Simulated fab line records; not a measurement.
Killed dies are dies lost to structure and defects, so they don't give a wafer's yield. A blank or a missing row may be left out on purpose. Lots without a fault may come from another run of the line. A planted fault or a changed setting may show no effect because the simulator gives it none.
Which of the tools did it? ; flow berkeley-cmos170 ; 7 lots with 21 wafers sampled at 2 steps, on a route of 331 steps

WHAT THE GAUGES READ, wafer by wafer
UCB170_M2_CD_MEAS_15 targets a cd of 700 nm.
lot;measured;on;cd-nm (nm)
L972;day 7 15:02;cd-sem-01;702.0 700.2 700.2
L975;day 7 20:37;cd-sem-02;702.2 703.9 702.8
L976;day 8 15:26;cd-sem-02;702.5 703.1 702.4
L981;day 9 23:08;cd-sem-01;698.9 699.0 698.2
L983;day 10 16:35;cd-sem-01;701.6 701.1 700.3
L986;day 11 20:56;cd-sem-01;679.6 677.1 678.5
L993;day 13 09:11;cd-sem-01;700.8 700.6 700.0

WHICH TOOL RAN EACH LOT (tool, then ch and the chambers of the sampled wafers, then the start)
lot;UCB170_M2_PEB_13
L972;litho-track-04 ch 0, day 7 14:46
L975;litho-track-03 ch 0, day 7 20:20
L976;litho-track-03 ch 0, day 8 15:10
L981;litho-track-04 ch 0, day 9 22:52
L983;litho-track-03 ch 0, day 10 16:10
L986;litho-track-04 ch 0, day 11 20:40
L993;litho-track-03 ch 0, day 13 08:48
- UCB170_M2_PEB_13

THE ANSWER, worked out from the rows above alone
Rule: what is usual is taken from the lots themselves. Put in order of their means at a reading, lots are off if they are a third of the lots or fewer, leave a main group of 4 or more, and stand apart from it by a gap of 3 or more times the standard deviation of the main group's means; of several such gaps the widest counts. Not used: any main group whose means are identical at the precision the tables above print for the reading. Also off: a lot with no number at a reading for which 4 or more lots have one. Where the step has rows for the other lots, those lots are counted as sound.
Off at UCB170_M2_CD_MEAS_15 (cd-nm): L986. For the main group the mean is 701.1 nm and the standard deviation 1.4.
A tool fits if, at a process step before that reading, it ran every lot that is off, and no sound lot after the first of them. Gauges at UCB170_M2_CD_MEAS_15: tried the same way as those tools. One fits: litho-track-04 at UCB170_M2_PEB_13. A fault onset in the window from L981 (day 9 22:52, its last sound lot) to L986 (day 11 20:40, its first lot off) fits.

WHAT THE SIMULATOR PUT IN
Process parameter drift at UCB170_M2_PEB_13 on litho-track-04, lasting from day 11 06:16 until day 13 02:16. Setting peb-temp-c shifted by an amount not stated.
Lots struck among those shown: L986. The rule above reached the same finding.
